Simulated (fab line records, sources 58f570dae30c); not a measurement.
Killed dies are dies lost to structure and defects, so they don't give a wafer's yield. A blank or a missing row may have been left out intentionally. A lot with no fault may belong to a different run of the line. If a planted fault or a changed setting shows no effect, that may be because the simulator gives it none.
Comparing a struck lot with a sound one || flow berkeley_cmos170 || 21 out of 331 route steps
Sound: these wafers, L562.2, L562.3, L562.6. Wafers struck: L575.1, L575.3, L575.4. The cause is named last.
Order at every step that has rows: each side's tool, ch and its chambers, its first start. Under that, the readings that differ: sound wafers || struck wafers || difference of the means || sigmas: that difference in standard deviations of wafers without a fault.
alike: readings with means less than 2 such deviations apart, plus words and numbers identical on both sides. not compared: withheld readings, readings lacking a value on some wafer, bounds such as >300 that could conceal the same value, and numbers that have no deviation in the record and whose values overlap.
A row with sigmas, a row that says differs or no value, or rows on one side alone: a step with any of these is where the two part. When numbers do not overlap yet have no deviation, they are printed without sigmas and do not part them. A reading that every wafer of one side lacks parts them only if that side has two wafers or more.

first, 1 step without rows for these wafers: UCB170_ZERO_DEVELOP_05 (develop time 45 s).
UCB170_ZERO_ETCH_06: etches SiO2 in CHF3/CF4/Ar, time 12 s.
  sound on rie_diel-04 ch 0,3, day 1 19:47; struck on rie_diel-04 ch 0,1,2, day 4 12:57
  alike: drypump_motor_current_A, oes_product_au, throttle_valve_pct
  not compared: rf_hours_counter_h
UCB170_ZERO_STRIP_07: strips in O2.
  sound on plasma_asher-03 ch 0,1, day 1 19:48; struck on plasma_asher-01 ch 0,1, day 4 12:58
  alike: drypump_motor_current_A, oes_product_au, strip_time_to_endpoint_s
  not compared: rf_hours_counter_h
then, 2 steps without rows for these wafers: UCB170_NWELL_WET_ETCH_00 (etches SiO2 in dHF, time 200 s); UCB170_NWELL_OXIDATION_01 (target thk 26.4 nm, ox time 1260 s).
UCB170_NWELL_THK_MEAS_02:
  sound: film_metro-03 at day 1 23:05; struck: film_metro-01 at day 4 18:05
  alike: NWELL_OXIDE_THK
then, 2 steps without rows for these wafers: UCB170_NWELL_ANNEAL_03 (time 900 s); UCB170_NWELL_CVD_04 (deposits Si3N4 from SiH2Cl2/NH3, target thk 224 nm, time 3360 s).
UCB170_NWELL_THK_MEAS_05:
  sound: film_metro-02 at day 2 06:11; struck: film_metro-02 at day 4 23:16
  alike: NWELL_NITRIDE_THK
then, 3 steps without rows for these wafers: UCB170_NWELL_HMDS_06 (prime time 60 s); UCB170_NWELL_COAT_07 (resist thk 900 nm); UCB170_NWELL_SOFTBAKE_08 (time 60 s).
UCB170_NWELL_EXPOSE_09: exposes mask NWELL, target cd 3000 nm.
  sound on krf_scanner-02 ch 0, day 2 06:43; struck on krf_scanner-02 ch 0, day 4 23:53
{"reading": "mask", "sound": "NWELL#0 NWELL#0 NWELL#0", "struck": "PWELL#0 PWELL#0 PWELL#0", "difference": "differs", "sigmas": ""}
then, 2 steps without rows for these wafers: UCB170_NWELL_PEB_10; UCB170_NWELL_DEVELOP_11 (develop time 45 s).
UCB170_NWELL_OVL_MEAS_12:
  sound: overlay-02 at day 2 07:05; struck: overlay-01 at day 5 00:37
{"reading": "NWELL_OVL (nm)", "sound": "-5 -3 -1", "struck": "- - -", "difference": "no value on the struck wafers", "sigmas": ""}
UCB170_NWELL_ETCH_13: etches Si3N4 in CH3F/Ar/O2, stops on SiO2, target depth 246.4 nm, time 154 s.
  sound on rie_diel-04 ch 0,2,3, day 2 07:07; struck on rie_diel-03 ch 1,2,3, day 5 00:40
  alike: drypump_motor_current_A, oes_product_au, throttle_valve_pct
  not compared: rf_hours_counter_h
then, 1 step without rows for these wafers: UCB170_NWELL_IMPLANT_14.
UCB170_NWELL_STRIP_15: strips in O2.
  sound on plasma_asher-02 ch 0,1, day 2 07:22; struck on plasma_asher-01 ch 0,1, day 5 00:55
  alike: drypump_motor_current_A, oes_product_au, strip_time_to_endpoint_s
  not compared: rf_hours_counter_h
UCB170_NWELL_TW_MEAS_16:
  sound: film_metro-02 at day 2 07:29; struck: film_metro-01 at day 5 01:01
{"reading": "NWELL_TW", "sound": "1245 1238 1249", "struck": "30 30 30", "difference": -1214, "sigmas": "-99 or more"}
then, 1 step without rows for these wafers: UCB170_NWELL_CLEAN_17 (cleans in SPM, time 600 s).

== WHERE THEY PART ==
At UCB170_NWELL_EXPOSE_09 first; at UCB170_NWELL_TW_MEAS_16 last (within this record only).

WHY: what had been put in by the simulator
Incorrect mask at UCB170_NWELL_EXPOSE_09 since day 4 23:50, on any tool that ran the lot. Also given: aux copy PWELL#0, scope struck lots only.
